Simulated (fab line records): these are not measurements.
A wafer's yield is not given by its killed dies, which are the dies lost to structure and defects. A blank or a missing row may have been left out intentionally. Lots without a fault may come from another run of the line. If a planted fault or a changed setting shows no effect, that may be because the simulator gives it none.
fab line records	flow rit-cmos
[record] lots = 6	wafers = 18	last-day = 7
route steps=202 shown REOX@99 NLDD@103 PLDD@114 SPACER@125 NSD@131 M1@202
lots with no fault: from the same line, run without faults
start-h: start of the lot's first displayed wafer, in hours after the record's first day	wait-h: hours elapsed since this lot's preceding step	" unchanged from the row above	L1.1+2: a row that stands for several wafers	- no value, or no start given	* or withheld: withheld	< > ~ a bound
route shown NAME@n: NAME is a module with steps in the file, n the number in the route of the first one	usual: mean/standard deviation taken from wafers without a fault	same: alike in all rows	chamber/n: place in a boat	sites: readings site by site	_std_site: the standard deviation of these	_edge_site: mean of outer sites minus mean of inner sites	radius-mm: for every site, how far away it sits from the centre of the wafer	mask NAME#n: copy n	behind: the tool/chamber that last shaped the wafer	hold: the reason the lot was held/the length of the hold in hours/how it ended	device: transistor that didn't switch, given as n, p or np	end of line: tests of these same wafers at the route's end	a step with no rows: only its recipe	killed: dies lost to structure and defects at the first sort, not the wafer's yield	map: shows each die of a wafer: x if killed, . if not, _ if none is there
set.NAME: setting as actually run; set.NAME@STEP: the setting as run at that earlier step	model.NAME: the simulator's own value behind a step, which no gauge read
lots seen at some steps along the route; tables by step, rows by wafer
services: when a tool's chamber went out of use (start-h, in hours from the record's first day, below 0 if earlier), for how many hours, and the reason
[[steps]]
[step RIT_REOX_CLEAN_01]
[recipe] chemistry = dHF	dilution = 50:1	time-s = 30
[step RIT_REOX_CLEAN_02]
[recipe] chemistry = SC2	mix = 3:3:50	time-s = 600	temp-c = 75	dry = n2-spin
[step RIT_REOX_OXIDATION_03]
[recipe] temp-c = 900	ambient = O2	target-thk-a = 252	ox-time-s = 5580
[step RIT_REOX_THK_MEAS_04]
[recipe] reads = SiO2_of_REOX_OXIDATION_03
[usual] REOX_OXIDE_THK = 25.3/0.42
lot.wafer	tool	chamber	start-h	wait-h	REOX_OXIDE_THK[nm]
L731.2	film-metro-02	-	69.87	0.0	25.5
L731.4	"	-	"	"	25.6
L731.5	"	-	"	"	25.4
L733.1	film-metro-02	-	81.27	0.0	25.6
L733.2	"	-	"	"	25.6
L733.5	"	-	"	"	25.9
L743.2	film-metro-02	-	129.82	0.0	25.1
L743.3	"	-	"	"	24.7
L743.5	"	-	"	"	25.2
L744.1	film-metro-01	-	136.29	0.0	25.0
L744.2	"	-	"	"	25.5
L744.6	"	-	"	"	25.2
L745.1	film-metro-01	-	144.99	0.0	25.5
L745.2	"	-	"	"	25.3
L745.3	"	-	"	"	25.6
L747.2	film-metro-01	-	152.01	0.0	26.1
L747.3	"	-	"	"	25.9
L747.6	"	-	"	"	25.6
[step RIT_NLDD_HMDS_00]
[recipe] prime-time-s = 60	prime-temp-c = 140
[step RIT_NLDD_COAT_01]
[recipe] resist = NOVOLAK	spin-rpm = 3250	resist-thk-nm = 1000
[step RIT_NLDD_SOFTBAKE_02]
[recipe] resist = NOVOLAK	temp-c = 90	time-s = 60
[step RIT_NLDD_EXPOSE_03]
[recipe] mask-id = M7	na = 0.57	target-cd-nm = 40700	dose-mj = 250
[step RIT_NLDD_PEB_04]
[recipe] resist = NOVOLAK	temp-c = withheld	time-s = withheld
[step RIT_NLDD_DEVELOP_05]
[recipe] resist = NOVOLAK	develop-time-s = 50	dev-temp-c = 23
[step RIT_NLDD_OVL_MEAS_06]
[usual] NLDD_OVL = -0.6/1.2
lot.wafer	tool	chamber	start-h	wait-h	NLDD_OVL[nm]
L731.2	overlay-02	-	70.87	-	-0.2
L731.4	"	-	"	"	-0.6
L731.5	"	-	"	"	-1.5
L733.1	overlay-02	-	82.18	-	-0.6
L733.2	"	-	"	"	-2.5
L733.5	"	-	"	"	-1.3
L743.2	overlay-02	-	130.85	-	-1.5
L743.3	"	-	"	"	-0.8
L743.5	"	-	"	"	-1.4
L744.1	overlay-02	-	137.37	-	0.6
L744.2	"	-	"	"	2.5
L744.6	"	-	"	"	0.7
L745.1	overlay-01	-	145.90	-	-1.1
L745.2	"	-	"	"	-2.5
L745.3	"	-	"	"	-2.6
L747.2	overlay-02	-	153.26	-	-2.0
L747.3	"	-	"	"	-1.4
L747.6	"	-	"	"	-0.2
[step RIT_NLDD_HARDBAKE_07]
[recipe] resist = NOVOLAK	temp-c = 140	time-s = 60
[step RIT_NLDD_IMPLANT_08]
[recipe] species = P	energy-kev = 20	dose-cm2 = 5e+14	tilt-deg = 7
[usual] dose-ions-cm2 = 5e+14/6e+11	end-station-pressure-torr = 6.3e-06/2.9e-07	faraday-current-uA = 1574/31	tilt-deg = 7.003/0.021
lot.wafer	tool	chamber	start-h	wait-h	dose-ions-cm2	end-station-pressure-torr	faraday-current-uA	tilt-deg
L731.2	implanter-04	0	71.14	0.1	5.008e+14	6.61e-06	1624	7.003
L731.4	"	0	"	"	5.005e+14	6.71e-06	1557	6.987
L731.5	"	0	"	"	5.009e+14	5.93e-06	1543	6.993
L733.1	implanter-02	0	82.37	0.1	4.998e+14	6.06e-06	1531	7.014
L733.2	"	0	"	"	4.996e+14	6e-06	1558	7.020
L733.5	"	0	"	"	5.001e+14	5.97e-06	1523	7.014
L743.2	implanter-02	0	131.06	0.1	1.998e+14	5.59e-06	620	7.001
L743.3	"	0	"	"	1.995e+14	5.46e-06	620	7.006
L743.5	"	0	"	"	1.999e+14	5.68e-06	636	7.010
L744.1	implanter-01	0	137.56	0.1	5.005e+14	5.99e-06	1546	7.017
L744.2	"	0	"	"	5.004e+14	7.09e-06	1533	7.024
L744.6	"	0	"	"	5.001e+14	6.04e-06	1550	6.990
L745.1	implanter-02	0	146.08	0.1	2e+14	5.19e-06	605	7.002
L745.2	"	0	"	"	2.003e+14	5.18e-06	626	7.014
L745.3	"	0	"	"	2.006e+14	5.41e-06	648	7.005
L747.2	implanter-04	0	153.47	0.1	4.988e+14	6.03e-06	1549	7.009
L747.3	"	0	"	"	5.004e+14	6.3e-06	1595	7.001
L747.6	"	0	"	"	4.991e+14	5.81e-06	1608	6.977
[step RIT_NLDD_STRIP_09]
[recipe] chemistry = O2	time-s = 180	resist = NOVOLAK	platen-temp-c = withheld	power-w = 500	pressure-mtorr = 4000	o2-flow-sccm = 4000
[usual] drypump-motor-current-A = 5.6/0.5
lot.wafer	tool	chamber	start-h	wait-h	drypump-motor-current-A	rf-hours-counter-h
L731.2	plasma-asher-04	1	71.27	0.1	6.3	46
L731.4	"	0	"	"	6.3	-
L731.5	"	0	"	"	6.3	-
L733.1	plasma-asher-04	0	82.52	0.1	6.3	47
L733.2	"	1	"	"	6.3	47
L733.5	"	1	"	"	6.3	-
L743.2	plasma-asher-01	0	131.18	0.1	5.7	34
L743.3	"	0	"	"	5.7	-
L743.5	"	1	"	"	4.9	-
L744.1	plasma-asher-02	1	137.71	0.1	5.5	2
L744.2	"	0	"	"	5.4	2
L744.6	"	0	"	"	5.4	-
L745.1	plasma-asher-04	0	146.23	0.1	6.3	54
L745.2	"	1	"	"	6.3	54
L745.3	"	0	"	"	6.3	-
L747.2	plasma-asher-01	1	153.59	0.1	4.9	36
L747.3	"	1	"	"	4.9	-
L747.6	"	0	"	"	5.8	-
[step RIT_NLDD_TW_MEAS_10]
[usual] NLDD_TW = 2500/19
lot.wafer	tool	chamber	start-h	wait-h	NLDD_TW
L731.2	film-metro-03	-	71.45	0.1	2516
L731.4	"	-	"	"	2508
L731.5	"	-	"	"	2490
L733.1	film-metro-01	-	82.69	0.1	2470
L733.2	"	-	"	"	2476
L733.5	"	-	"	"	2483
L743.2	film-metro-01	-	131.37	0.1	1914
L743.3	"	-	"	"	1931
L743.5	"	-	"	"	1919
L744.1	film-metro-04	-	137.88	0.1	2496
L744.2	"	-	"	"	2502
L744.6	"	-	"	"	2510
L745.1	film-metro-04	-	146.41	0.1	1939
L745.2	"	-	"	"	1960
L745.3	"	-	"	"	1943
L747.2	film-metro-04	-	153.78	0.1	2509
L747.3	"	-	"	"	2521
L747.6	"	-	"	"	2512
[step RIT_PLDD_HMDS_00]
[recipe] prime-time-s = 60	prime-temp-c = 140
[step RIT_PLDD_COAT_01]
[recipe] resist = NOVOLAK	spin-rpm = 3250	resist-thk-nm = 1000
[step RIT_PLDD_SOFTBAKE_02]
[recipe] resist = NOVOLAK	temp-c = 90	time-s = 60
[step RIT_PLDD_EXPOSE_03]
[recipe] mask-id = M8	na = 0.57	target-cd-nm = 40900	dose-mj = 250
[step RIT_PLDD_PEB_04]
[recipe] resist = NOVOLAK	temp-c = withheld	time-s = withheld
[step RIT_PLDD_DEVELOP_05]
[recipe] resist = NOVOLAK	develop-time-s = 50	dev-temp-c = 23
[step RIT_PLDD_OVL_MEAS_06]
[usual] PLDD_OVL = -1.6/1.6
lot.wafer	tool	chamber	start-h	wait-h	PLDD_OVL[nm]
L731.2	overlay-01	-	72.48	-	-1.0
L731.4	"	-	"	"	-0.1
L731.5	"	-	"	"	-2.3
L733.1	overlay-01	-	83.60	-	-2.5
L733.2	"	-	"	"	-2.0
L733.5	"	-	"	"	-2.8
L743.2	overlay-01	-	132.41	-	-3.3
L743.3	"	-	"	"	-2.8
L743.5	"	-	"	"	-1.3
L744.1	overlay-01	-	138.92	-	-1.0
L744.2	"	-	"	"	-2.7
L744.6	"	-	"	"	-1.8
L745.1	overlay-01	-	147.44	-	-3.0
L745.2	"	-	"	"	-2.2
L745.3	"	-	"	"	-1.7
L747.2	overlay-01	-	154.68	-	-4.3
L747.3	"	-	"	"	-4.3
L747.6	"	-	"	"	-3.2
[step RIT_PLDD_HARDBAKE_07]
[recipe] resist = NOVOLAK	temp-c = 140	time-s = 60
[step RIT_PLDD_IMPLANT_08]
[recipe] species = BF2	energy-kev = 20	dose-cm2 = 9e+14	tilt-deg = 7
[step RIT_PLDD_STRIP_09]
[recipe] chemistry = O2	time-s = 180	resist = NOVOLAK	platen-temp-c = withheld	power-w = 500	pressure-mtorr = 4000	o2-flow-sccm = 4000
[usual] drypump-motor-current-A = 5.5/0.56
lot.wafer	tool	chamber	start-h	wait-h	drypump-motor-current-A	rf-hours-counter-h
L731.2	plasma-asher-01	1	72.81	0.1	4.9	28
L731.4	"	1	"	"	4.9	-
L731.5	"	0	"	"	5.8	-
L733.1	plasma-asher-03	0	83.94	0.1	4.9	41
L733.2	"	1	"	"	5.9	41
L733.5	"	1	"	"	5.9	-
L743.2	plasma-asher-04	0	132.94	0.1	6.3	52
L743.3	"	0	"	"	6.3	-
L743.5	"	1	"	"	6.3	-
L744.1	plasma-asher-01	0	139.26	0.1	5.7	35
L744.2	"	1	"	"	4.9	35
L744.6	"	0	"	"	5.7	-
L745.1	plasma-asher-03	1	147.78	0.1	5.9	48
L745.2	"	0	"	"	4.9	48
L745.3	"	1	"	"	5.9	-
L747.2	plasma-asher-03	1	155.01	0.1	5.9	49
L747.3	"	1	"	"	5.9	-
L747.6	"	0	"	"	4.9	-
[step RIT_PLDD_TW_MEAS_10]
[usual] PLDD_TW = 2362/16
lot.wafer	tool	chamber	start-h	wait-h	PLDD_TW
L731.2	film-metro-01	-	73.00	0.1	2333
L731.4	"	-	"	"	2342
L731.5	"	-	"	"	2318
L733.1	film-metro-03	-	84.11	0.1	2371
L733.2	"	-	"	"	2361
L733.5	"	-	"	"	2366
L743.2	film-metro-01	-	133.13	0.1	2332
L743.3	"	-	"	"	2354
L743.5	"	-	"	"	2337
L744.1	film-metro-03	-	139.43	0.1	2361
L744.2	"	-	"	"	2362
L744.6	"	-	"	"	2374
L745.1	film-metro-01	-	147.95	0.1	2339
L745.2	"	-	"	"	2342
L745.3	"	-	"	"	2345
L747.2	film-metro-04	-	155.20	0.1	2379
L747.3	"	-	"	"	2363
L747.6	"	-	"	"	2364
[step RIT_SPACER_CLEAN_00]
[recipe] chemistry = SC1	mix = 3:3:50	time-s = 600	temp-c = 75
[step RIT_SPACER_CLEAN_01]
[recipe] chemistry = dHF	dilution = 50:1	time-s = 30
[step RIT_SPACER_CLEAN_02]
[recipe] chemistry = SC2	mix = 3:3:50	time-s = 600	temp-c = 75	dry = n2-spin
[step RIT_SPACER_CVD_03]
[recipe] material = Si3N4	target-thk-nm = 250	temp-c = 810	precursor = SiH2Cl2/NH3	time-s = 3300	pressure-mtorr = 300	sih2cl2-flow-sccm = 60	nh3-flow-sccm = 150
[step RIT_SPACER_THK_MEAS_04]
[recipe] reads = Si3N4_of_SPACER_CVD_03
[usual] SPACER_NITRIDE_THK = 247.8/2.6
lot.wafer	tool	chamber	start-h	wait-h	SPACER_NITRIDE_THK[nm]
L731.2	film-metro-02	-	75.34	0.0	246.1
L731.4	"	-	"	"	246.8
L731.5	"	-	"	"	247.6
L733.1	film-metro-04	-	86.45	0.0	245.0
L733.2	"	-	"	"	245.3
L733.5	"	-	"	"	244.9
L743.2	film-metro-04	-	135.47	0.0	247.2
L743.3	"	-	"	"	248.3
L743.5	"	-	"	"	247.3
L744.1	film-metro-02	-	142.15	0.0	246.1
L744.2	"	-	"	"	246.6
L744.6	"	-	"	"	244.2
L745.1	film-metro-02	-	150.31	0.0	246.5
L745.2	"	-	"	"	243.8
L745.3	"	-	"	"	246.5
L747.2	film-metro-02	-	157.59	0.0	250.5
L747.3	"	-	"	"	249.4
L747.6	"	-	"	"	248.9
[step RIT_SPACER_ETCHBACK_05]
[recipe] target-depth-a = 2500	SF6_flow_sccm = 30	CHF3_flow_sccm = 30	target = Si3N4	chemistry = SF6/CHF3	pressure-mtorr = 40	rf-w = 250	time-s = 240	stop-on = SiO2
[usual] drypump-motor-current-A = 5.7/0.34	oes-product-au = 0.839/0.018	throttle-valve-pct = 10.34/0.2
lot.wafer	tool	chamber	start-h	wait-h	drypump-motor-current-A	oes-product-au	rf-hours-counter-h	throttle-valve-pct
L731.2	rie-diel-02	1	75.39	0.0	5.2	0.832	27	10.26
L731.4	"	2	"	"	5.6	0.841	113	10.05
L731.5	"	0	"	"	5.9	0.817	-	10.31
L733.1	rie-diel-02	0	86.51	0.1	5.8	0.812	140	10.30
L733.2	"	1	"	"	5.1	0.825	27	10.27
L733.5	"	0	"	"	5.8	0.808	-	10.31
L743.2	rie-diel-02	0	135.52	0.0	5.9	0.815	141	10.29
L743.3	"	2	"	"	5.6	0.842	114	10.05
L743.5	"	2	"	"	5.6	0.835	-	10.05
L744.1	rie-diel-02	1	142.21	0.1	5.2	0.825	28	10.28
L744.2	"	0	"	"	5.9	0.815	142	10.32
L744.6	"	3	"	"	5.3	0.812	-	10.58
L745.1	rie-diel-01	0	150.37	0.1	5.6	0.857	6	10.56
L745.2	"	1	"	"	5.6	0.826	87	10.55
L745.3	"	3	"	"	6.2	0.838	4	10.05
L747.2	rie-diel-01	0	157.64	0.0	5.6	0.877	6	10.53
L747.3	"	2	"	"	6.0	0.853	87	10.29
L747.6	"	1	"	"	5.6	0.837	-	10.55
[step RIT_NSD_HMDS_00]
[recipe] prime-time-s = 60	prime-temp-c = 140
[step RIT_NSD_COAT_01]
[recipe] resist = NOVOLAK	spin-rpm = 3250	resist-thk-nm = 1000
[step RIT_NSD_SOFTBAKE_02]
[recipe] resist = NOVOLAK	temp-c = 90	time-s = 60
[step RIT_NSD_EXPOSE_03]
[recipe] mask-id = M9	na = 0.57	target-cd-nm = 40700	dose-mj = 250
[step RIT_NSD_PEB_04]
[recipe] resist = NOVOLAK	temp-c = withheld	time-s = withheld
[step RIT_NSD_DEVELOP_05]
[recipe] resist = NOVOLAK	develop-time-s = 50	dev-temp-c = 23
[step RIT_NSD_OVL_MEAS_06]
[usual] NSD_OVL = -1.0/1.3
lot.wafer	tool	chamber	start-h	wait-h	NSD_OVL[nm]
L731.2	overlay-01	-	76.40	-	-1.3
L731.4	"	-	"	"	-1.7
L731.5	"	-	"	"	-1.1
L733.1	overlay-01	-	87.60	-	-0.2
L733.2	"	-	"	"	0.1
L733.5	"	-	"	"	-0.2
L743.2	overlay-02	-	136.53	-	-1.9
L743.3	"	-	"	"	-1.3
L743.5	"	-	"	"	-1.9
L744.1	overlay-01	-	143.21	-	-0.1
L744.2	"	-	"	"	-1.0
L744.6	"	-	"	"	-1.6
L745.1	overlay-01	-	151.37	-	-2.9
L745.2	"	-	"	"	-2.8
L745.3	"	-	"	"	-2.6
L747.2	overlay-01	-	159.00	-	-1.3
L747.3	"	-	"	"	-1.0
L747.6	"	-	"	"	-1.5
[step RIT_NSD_HARDBAKE_07]
[recipe] resist = NOVOLAK	temp-c = 140	time-s = 60
[step RIT_NSD_IMPLANT_08]
[recipe] species = P	energy-kev = 25	dose-cm2 = 1e+15	tilt-deg = 7
[step RIT_NSD_STRIP_09]
[recipe] chemistry = O2	time-s = 180	resist = NOVOLAK	platen-temp-c = withheld	power-w = 500	pressure-mtorr = 4000	o2-flow-sccm = 4000
[usual] drypump-motor-current-A = 5.4/0.4
lot.wafer	tool	chamber	start-h	wait-h	drypump-motor-current-A	rf-hours-counter-h
L731.2	plasma-asher-01	0	76.82	0.1	5.8	28
L731.4	"	1	"	"	4.9	-
L731.5	"	0	"	"	5.7	-
L733.1	plasma-asher-02	1	87.93	0.1	5.5	45
L733.2	"	0	"	"	5.4	45
L733.5	"	0	"	"	5.4	-
L743.2	plasma-asher-02	0	136.87	0.1	5.4	2
L743.3	"	1	"	"	5.5	-
L743.5	"	0	"	"	5.4	-
L744.1	plasma-asher-01	0	143.55	0.1	5.7	35
L744.2	"	1	"	"	4.9	35
L744.6	"	0	"	"	5.8	-
L745.1	plasma-asher-01	1	151.71	0.1	4.9	36
L745.2	"	0	"	"	5.8	36
L745.3	"	1	"	"	4.9	-
L747.2	plasma-asher-03	0	159.33	0.1	4.9	50
L747.3	"	1	"	"	5.9	-
L747.6	"	1	"	"	5.9	-
[step RIT_SDANNEAL_RS_MEAS_07]
[recipe] thk-meas-gauge = four-point-probe
[usual] NLDD_RS = 151.6/0.52
lot.wafer	tool	chamber	start-h	wait-h	NLDD_RS[ohm/sq]
L731.2	film-metro-01	-	79.29	0.1	151.5
L731.4	"	-	"	"	151.5
L731.5	"	-	"	"	152.1
L733.1	film-metro-01	-	90.50	0.1	151.1
L733.2	"	-	"	"	150.8
L733.5	"	-	"	"	151.2
L743.2	film-metro-01	-	139.46	0.1	303.5
L743.3	"	-	"	"	302.4
L743.5	"	-	"	"	304.5
L744.1	film-metro-04	-	146.01	0.1	152.0
L744.2	"	-	"	"	152.3
L744.6	"	-	"	"	151.9
L745.1	film-metro-03	-	154.32	0.1	302.6
L745.2	"	-	"	"	300.8
L745.3	"	-	"	"	302.4
L747.2	film-metro-03	-	161.92	0.1	152.1
L747.3	"	-	"	"	151.2
L747.6	"	-	"	"	151.3
[step RIT_M1_PROBE_99]
[usual] killed_at_M0_to_M3 = 0.0/0.14	killed-at-contacts = 0.0/0.16	killed-at-front-end = 7/3	killed-dies = 7/3	killed-open = 3.5/2	killed-short = 3.6/2.1
[same] gross-dies = 264	killed_at_M4_up = 0	killed-at-back-side = 0	killed-at-other = 0
lot.wafer	tool	chamber	start-h	wait-h	killed_at_M0_to_M3	killed-at-contacts	killed-at-front-end	killed-dies	killed-open	killed-short	model.etest.nmos_0p15.r-on-ohm-um	model.etest.nmos_0p3.r-on-ohm-um	model.etest.nldd.rs-ohm-sq	model.etest.nmos-turned.drive-ua-um	model.etest.nldd.line-ohm-um	model.etest.nmos_0p15.drive-ua-um	model.etest.nmos-narrow.drive-ua-um	model.etest.nmos_0p3.drive-ua-um
L731.2	prober-01	-	86.34	0.1	0	0	10	10	8	2	1157	2164	382.4	323.2	118.3	452.4	224.5	224.6
L731.4	prober-01	-	86.44	0.2	0	0	12	12	8	4	1130	2162	383.7	329.9	119.7	464.1	226	225.2
L731.5	prober-01	-	86.49	0.2	0	0	5	5	4	1	1160	2180	383.9	319.7	120.4	452.1	222.7	221.6
L733.1	prober-01	-	99.44	0.1	0	0	12	12	3	9	1124	2136	383.6	326.1	118	478.8	238.1	231.2
L733.2	prober-01	-	99.49	0.1	0	0	12	12	5	7	1112	2104	382.5	325.3	119.7	485.8	237.8	234.9
L733.5	prober-01	-	99.64	0.2	0	1	11	12	8	4	1125	2147	388	319.2	122.2	483.8	235.7	233.2
L743.2	prober-02	-	147.97	0.1	0	0	4	4	2	2	1750	2750	829.6	124.9	259.3	340.7	202.1	198.9
L743.3	prober-02	-	148.02	0.2	0	0	3	3	1	2	1679	2643	809.9	131.8	248.8	348.3	202.4	201.1
L743.5	prober-02	-	148.12	0.2	0	0	4	4	1	3	1724	2687	836.4	123	260.8	346.1	206	203
L744.1	prober-01	-	153.15	0.1	0	0	2	2	1	1	1118	2175	386.3	315.4	120.8	467.1	221.2	220.5
L744.2	prober-01	-	153.20	0.1	0	0	10	10	6	4	1148	2188	398	308.3	123.8	463.5	220.2	220.7
L744.6	prober-01	-	153.40	0.2	0	1	6	7	3	4	1157	2228	390.1	305.8	121.5	453.7	212.7	212.8
L745.1	prober-02	-	161.43	0.1	0	0	8	8	3	5	1733	2704	806.3	122.8	253.3	351.7	198.6	199.8
L745.2	prober-02	-	161.48	0.1	0	0	4	4	2	2	1756	2748	800.3	128.8	250.3	348.5	198.5	200.4
L745.3	prober-02	-	161.53	0.2	0	0	10	10	4	6	1730	2714	812.9	125.8	256.6	355.1	202.5	206.3
L747.2	prober-02	-	168.99	0.1	1	0	3	4	2	2	1147	2170	406.2	309.5	127.7	474.6	229.1	229.1
L747.3	prober-02	-	169.04	0.2	0	0	7	7	4	3	1148	2151	402.4	316.5	125.8	478.7	233.7	231.7
L747.6	prober-02	-	169.19	0.2	0	0	4	4	2	2	1156	2185	390.8	323.2	124	466.4	228.4	227.4
// killed by level:class
L731.2 GATE:geometric-particle:open=4 FOX1:geometric-particle:open=2 FOX2:geometric-particle:short=1 FOX2:geometric-particle:open=1 GATE:geometric-particle:short=1 REOX:geometric-particle:open=1
L731.4 FOX1:geometric-particle:open=4 SILICIDE:geometric-particle:short=3 SILICIDE:geometric-particle:open=2 GATE:geometric-particle:open=1 GATE:geometric-particle:short=1 SPACER:geometric-particle:open=1
L731.5 FOX2:geometric-particle:open=1 GATE:geometric-particle:open=1 GATE:geometric-particle:short=1 SPACER:geometric-particle:open=1 SILICIDE:geometric-particle:open=1
L733.1 GATE:geometric-particle:short=5 SPACER:geometric-particle:short=2 FOX1:geometric-particle:short=1 FOX2:geometric-particle:open=1 FOX2:geometric-particle:short=1 REOX:geometric-particle:open=1 SPACER:geometric-particle:open=1
L733.2 GATE:geometric-particle:short=4 GATE:geometric-particle:open=2 FOX1:geometric-particle:short=1 FOX1:geometric-particle:open=1 FOX2:geometric-particle:short=1 REOX:geometric-particle:open=1 SPACER:geometric-particle:open=1 SPACER:geometric-particle:short=1
L733.5 FOX2:geometric-particle:short=2 FOX2:geometric-particle:open=2 GATE:geometric-particle:open=2 SPACER:geometric-particle:open=2 FOX1:geometric-particle:open=1 GATE:geometric-particle:short=1 SPACER:geometric-particle:short=1 CONTACT:geometric-particle:open=1
L743.2 FOX2:geometric-particle:open=1 GATE:geometric-particle:open=1 GATE:geometric-particle:short=1 SILICIDE:geometric-particle:short=1
L743.3 GATE:geometric-particle:short=1 GATE:geometric-particle:open=1 SILICIDE:geometric-particle:short=1
L743.5 SILICIDE:geometric-particle:short=2 GATE:geometric-particle:open=1 GATE:geometric-particle:short=1
L744.1 FOX2:geometric-particle:open=1 REOX:geometric-particle:short=1
L744.2 GATE:geometric-particle:open=3 FOX1:geometric-particle:short=2 GATE:geometric-particle:short=2 REOX:geometric-particle:open=2 FOX2:geometric-particle:open=1
L744.6 GATE:geometric-particle:open=3 GATE:geometric-particle:short=2 FOX2:geometric-particle:short=1 CONTACT:geometric-particle:short=1
L745.1 FOX2:geometric-particle:short=2 GATE:geometric-particle:short=2 SPACER:geometric-particle:open=2 SILICIDE:geometric-particle:open=1 SILICIDE:geometric-particle:short=1
L745.2 FOX1:geometric-particle:open=1 GATE:geometric-particle:open=1 GATE:geometric-particle:short=1 SILICIDE:geometric-particle:short=1
L745.3 GATE:geometric-particle:short=2 SPACER:geometric-particle:open=2 SILICIDE:geometric-particle:short=2 ACTIVE:geometric-particle:short=1 GATE:geometric-particle:open=1 REOX:geometric-particle:open=1 REOX:geometric-particle:short=1
L747.2 FOX2:geometric-particle:open=1 REOX:geometric-particle:open=1 SPACER:geometric-particle:short=1 M1:geometric-particle:short=1
L747.3 REOX:geometric-particle:open=2 REOX:geometric-particle:short=2 FOX1:geometric-particle:open=1 GATE:geometric-particle:open=1 SPACER:geometric-particle:short=1
L747.6 GATE:geometric-particle:open=1 GATE:geometric-particle:short=1 SPACER:geometric-particle:open=1 SPACER:geometric-particle:short=1
[[services]]
tool	chamber	start-h	hours	kind
implanter-02	-	47.28	2.8	repair
rie-diel-01	3	85.81	8.4	repair
rie-diel-02	1	97.48	7.5	repair
plasma-asher-01	-	98.37	0.4	repair
plasma-asher-01	-	103.03	2.8	pm
rie-diel-02	1	105.38	5.0	repair
plasma-asher-02	-	108.75	9.0	pm
plasma-asher-02	0	108.75	9.0	vent-cycle
plasma-asher-02	1	108.75	9.0	vent-cycle
plasma-asher-02	0	117.75	-	clean
plasma-asher-02	1	117.75	-	clean
rie-diel-02	3	124.14	9.1	repair
plasma-asher-04	-	125.04	2.2	repair
implanter-01	-	138.64	5.4	pm
implanter-01	-	144.06	4.8	pm
rie-diel-01	2	144.34	9.7	repair
implanter-02	-	148.14	3.6	pm
implanter-02	-	152.15	3.1	repair
rie-diel-01	-	158.37	2.4	repair
[[key]]
[first-sign] step = RIT_NLDD_IMPLANT_08	reading = dose-ions-cm2	direction = down	sigmas = 99+	usual = 5e+14	struck = 2e+14
[effect] step = RIT_NLDD_IMPLANT_08	reading = faraday-current-uA	direction = down	sigmas = 30	usual = 1574	struck = 626
[effect] step = RIT_NLDD_TW_MEAS_10	reading = NLDD_TW	direction = down	sigmas = 30	usual = 2500	struck = 1935
[effect] step = RIT_SDANNEAL_RS_MEAS_07	reading = NLDD_RS	direction = up	sigmas = 99+	usual = 151.6	struck = 302.7
[model-effect] step = RIT_M1_PROBE_99	value = etest.nmos_0p15.r-on-ohm-um	without = 1111	struck = 1729
met-at RIT_NLDD_IMPLANT_08
struck-wafers L743.2,L743.3,L743.5,L745.1,L745.2,L745.3
tester-left-out L743,L745
onset-between 82.37 131.06
[fault] kind = process-parameter-drift	tool = implanter-02	chamber = -	onset-h = 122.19	steps = RIT_NLDD_IMPLANT_08	channel = dose-cm2	offset = -3e+14	shape = step	end-h = 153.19	acts-in = these-recipes-only	stated = 5e+14
// tester-left-out: of these lots the tester's yield and bins aren't shown, on N5 and GAA mostly nor the transistor test; their killed dies are dies lost to structure and defects alone, not to doping, threshold or leakage, so they don't give the yield
